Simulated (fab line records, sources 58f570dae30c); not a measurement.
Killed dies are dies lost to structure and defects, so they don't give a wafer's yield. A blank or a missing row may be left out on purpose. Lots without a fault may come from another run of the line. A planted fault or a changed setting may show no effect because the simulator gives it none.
Which tool did it? | flow berkeley_cmos170 | 13 lots, 39 wafers sampled, at 5 steps of a route of 331

WHAT THE GAUGES READ, wafer by wafer
UCB170_CONTACT_OVL_MEAS_16. Usual: CONTACT_OVL -2 nm, standard deviation 4.3.
lot  | measured     | on         | CONTACT_OVL (nm) | flag
L611 | day 6 13:55  | overlay-02 | -10 -2 -2        |
L612 | day 7 00:59  | overlay-02 | -9 -5 -5         |
L616 | day 8 03:12  | overlay-01 | 0 0 6            |
L618 | day 8 03:46  | overlay-02 | -3 -5 -2         |
L620 | day 8 16:01  | overlay-01 | 0 -1 1           |
L623 | day 9 17:49  | overlay-02 | -2 4 -4          |
L625 | day 10 01:39 | overlay-02 | -1 -4 -7         |
L626 | day 10 12:29 | overlay-02 | -1 2 -1          |
L629 | day 11 06:08 | overlay-01 | 5 -2 8           |
L630 | day 11 06:37 | overlay-02 | -2 -1 6          |
L632 | day 11 06:56 | overlay-01 | -6 -8 -5         |
L633 | day 11 21:25 | overlay-01 | 8 -6 2           |
L634 | day 11 22:33 | overlay-02 | -4 0 -6          |

UCB170_V1_THK_MEAS_01. Usual: V1_TEOS_THK 2002 nm, standard deviation 26.
lot  | measured     | on            | V1_TEOS_THK (nm) | flag
L611 | day 6 20:07  | film_metro-04 | 1996 1979 2022   |
L612 | day 7 06:07  | film_metro-01 | 1993 1994 2032   |
L616 | day 8 08:12  | film_metro-03 | 1982 2008 2014   |
L618 | day 8 08:08  | film_metro-04 | 2003 2020 2045   |
L620 | day 9 00:35  | film_metro-04 | 2169 1980 2025   |
L623 | day 9 23:15  | film_metro-04 | 1983 2018 2012   |
L625 | day 10 07:53 | film_metro-03 | 1975 2025 2009   |
L626 | day 10 19:29 | film_metro-01 | 1976 1990 1984   |
L629 | day 11 11:44 | film_metro-04 | 2002 2004 1998   |
L630 | day 11 14:43 | film_metro-01 | 1961 2033 1998   |
L632 | day 11 14:52 | film_metro-04 | 1995 2010 2010   |
L633 | day 12 04:25 | film_metro-01 | 2002 2046 2013   |
L634 | day 12 04:25 | film_metro-04 | 1982 2016 2002   |

UCB170_V1_CD_MEAS_12: target cd 700 nm. Usual: cd_nm 700.2 nm, standard deviation 1.5.
lot  | measured     | on        | cd_nm (nm)        | flag
L611 | day 6 22:19  | cd_sem-01 | 700.9 699.5 699.7 |
L612 | day 7 09:11  | cd_sem-01 | 703.0 701.2 702.1 |
L616 | day 8 10:14  | cd_sem-02 | 700.3 701.2 702.0 |
L618 | day 8 10:01  | cd_sem-01 | 698.5 699.5 700.2 |
L620 | day 9 02:17  | cd_sem-02 | 699.6 698.6 698.6 |
L623 | day 10 00:49 | cd_sem-02 | 700.4 700.3 700.2 |
L625 | day 10 10:34 | cd_sem-01 | 698.8 698.3 698.8 |
L626 | day 10 21:32 | cd_sem-01 | 698.1 698.9 697.9 |
L629 | day 11 14:19 | cd_sem-02 | 701.2 701.2 701.1 |
L630 | day 11 16:36 | cd_sem-01 | 703.1 702.5 703.1 |
L632 | day 11 16:55 | cd_sem-02 | 700.5 700.0 700.1 |
L633 | day 12 08:49 | cd_sem-02 | 699.3 697.9 698.4 |
L634 | day 12 08:43 | cd_sem-01 | 701.0 702.8 700.0 |

WHICH TOOL RAN EACH LOT (tool, then ch and the chambers of the sampled wafers, then the start)
lot  | UCB170_M1_ETCH_11                  | UCB170_V1_CVD_00
L611 | rie_diel-01 ch 0,1,2, day 6 16:41  | pecvd-03 ch 0,1,2, day 6 19:56
L612 | rie_diel-01 ch 0,1,2, day 7 03:11  | pecvd-01 ch 0,1,2, day 7 05:58
L616 | rie_diel-03 ch 0,1,3, day 8 05:07  | pecvd-03 ch 1,2, day 8 07:58
L618 | rie_diel-03 ch 0,2, day 8 05:46    | pecvd-01 ch 0,2, day 8 07:58
L620 | rie_diel-02 ch 2,3, day 8 18:20    | pecvd-02 ch 0,1,2, day 9 00:26
L623 | rie_diel-03 ch 0,1, day 9 19:52    | pecvd-01 ch 0,1, day 9 23:04
L625 | rie_diel-03 ch 0,1,3, day 10 03:36 | pecvd-03 ch 0,2, day 10 07:42
L626 | rie_diel-01 ch 0,2,3, day 10 14:19 | pecvd-03 ch 0,1,2, day 10 19:20
L629 | rie_diel-01 ch 1,2, day 11 09:01   | pecvd-01 ch 0,1,2, day 11 11:38
L630 | rie_diel-03 ch 0,1,3, day 11 10:04 | pecvd-01 ch 0,1,2, day 11 14:33
L632 | rie_diel-01 ch 1,2,3, day 11 10:15 | pecvd-01 ch 0,1,2, day 11 14:43
L633 | rie_diel-01 ch 1,2,3, day 11 23:32 | pecvd-01 ch 1,2, day 12 04:15
L634 | rie_diel-02 ch 0,3, day 12 00:53   | pecvd-03 ch 0,1, day 12 04:15
- UCB170_M1_ETCH_11: etches BARC in N2/H2.
- UCB170_V1_CVD_00: deposits SiO2 from TEOS/O2, target thk 2000 nm, time 250 s.

WHAT THE TOOLS THEMSELVES READ (means of the sampled wafers that have a number; where no wafer has one, the mark that the record gives instead)
UCB170_M1_ETCH_11. Usual: chamber_pressure_mTorr 30.000 mTorr, standard deviation 0.028; drypump_motor_current_A 5.9 A, standard deviation 0.34; oes_product_au 0.994 a.u., standard deviation 0.014; throttle_valve_pct 13.28 %, standard deviation 0.21.
lot  | tool        | chamber_pressure_mTorr (mTorr) | drypump_motor_current_A (A) | oes_product_au (a.u.) | throttle_valve_pct (%) | flag
L611 | rie_diel-01 | 29.992                         | 5.8                         | 1.000                 | 13.37                  |
L612 | rie_diel-01 | 30.003                         | 5.8                         | 0.997                 | 13.37                  |
L616 | rie_diel-03 | 30.012                         | 6.1                         | 0.979                 | 13.22                  |
L618 | rie_diel-03 | 30.027                         | 6.1                         | 1.002                 | 13.07                  |
L620 | rie_diel-02 | 30.011                         | 5.8                         | 1.003                 | 13.14                  |
L623 | rie_diel-03 | 29.998                         | 6.0                         | 0.983                 | 13.31                  |
L625 | rie_diel-03 | 29.997                         | 6.0                         | 0.979                 | 13.21                  |
L626 | rie_diel-01 | 30.004                         | 5.5                         | 0.997                 | 13.32                  |
L629 | rie_diel-01 | 30.011                         | 5.8                         | 1.004                 | 13.25                  |
L630 | rie_diel-03 | 30.023                         | 6.0                         | 0.986                 | 13.21                  |
L632 | rie_diel-01 | 29.991                         | 5.8                         | 0.990                 | 13.35                  |
L633 | rie_diel-01 | 30.000                         | 5.8                         | 0.995                 | 13.36                  |
L634 | rie_diel-02 | 30.002                         | 5.5                         | 0.999                 | 13.39                  |

UCB170_V1_CVD_00. Usual: heater_power_w 249 W, standard deviation 69; rf_fwd_power_W 548.5 W, standard deviation 1.7.
lot  | tool     | heater_power_w (W) | rf_fwd_power_W (W) | flag
L611 | pecvd-03 | 243                | 547.9              |
L612 | pecvd-01 | 257                | 550.2              |
L616 | pecvd-03 | 238                | 545.6              |
L618 | pecvd-01 | 219                | 548.6              |
L620 | pecvd-02 | 244                | 622.6              | OFF
L623 | pecvd-01 | 229                | 548.6              |
L625 | pecvd-03 | 290                | 549.0              |
L626 | pecvd-03 | 246                | 548.1              |
L629 | pecvd-01 | 199                | 547.8              |
L630 | pecvd-01 | 224                | 549.5              |
L632 | pecvd-01 | 210                | 550.4              |
L633 | pecvd-01 | 197                | 547.6              |
L634 | pecvd-03 | 220                | 547.7              |

THE ANSWER, worked out from the rows above alone
Rule: a lot is off if the mean of its wafers that have a number lies more than 3 standard deviations from the usual mean. A lot without any number at a reading at which 4 lots or more have one is off too. The other lots that the step has rows for count as sound. The gauges are gone through in route order, then the tools' own readings, and for those a lot's mean is taken as printed above. The first step at which some lot is off is used, and at that step the reading that is off furthest; a lot without a number counts as furthest.
Off: L620, at UCB170_V1_CVD_00 (rf_fwd_power_W).
A tool fits if, at that step or a process step before it, it ran every lot that is off, and no sound lot after the first of them. One fits: pecvd-02 at UCB170_V1_CVD_00. It ran no sound lot before its first lot that is off in this sample, so the start can't be narrowed down.
The tool's own readings at UCB170_V1_CVD_00 bear it out: on the lots that are off they differ by more than 5 times the standard deviation of the sound lots' means. rf_fwd_power_W reads 622.6 W there against 548.4 W on the sound lots.

WHAT THE SIMULATOR HAD PUT IN
Process parameter drift: pecvd-02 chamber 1, from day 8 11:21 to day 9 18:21, at UCB170_V1_CVD_00. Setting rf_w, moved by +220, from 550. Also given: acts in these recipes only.
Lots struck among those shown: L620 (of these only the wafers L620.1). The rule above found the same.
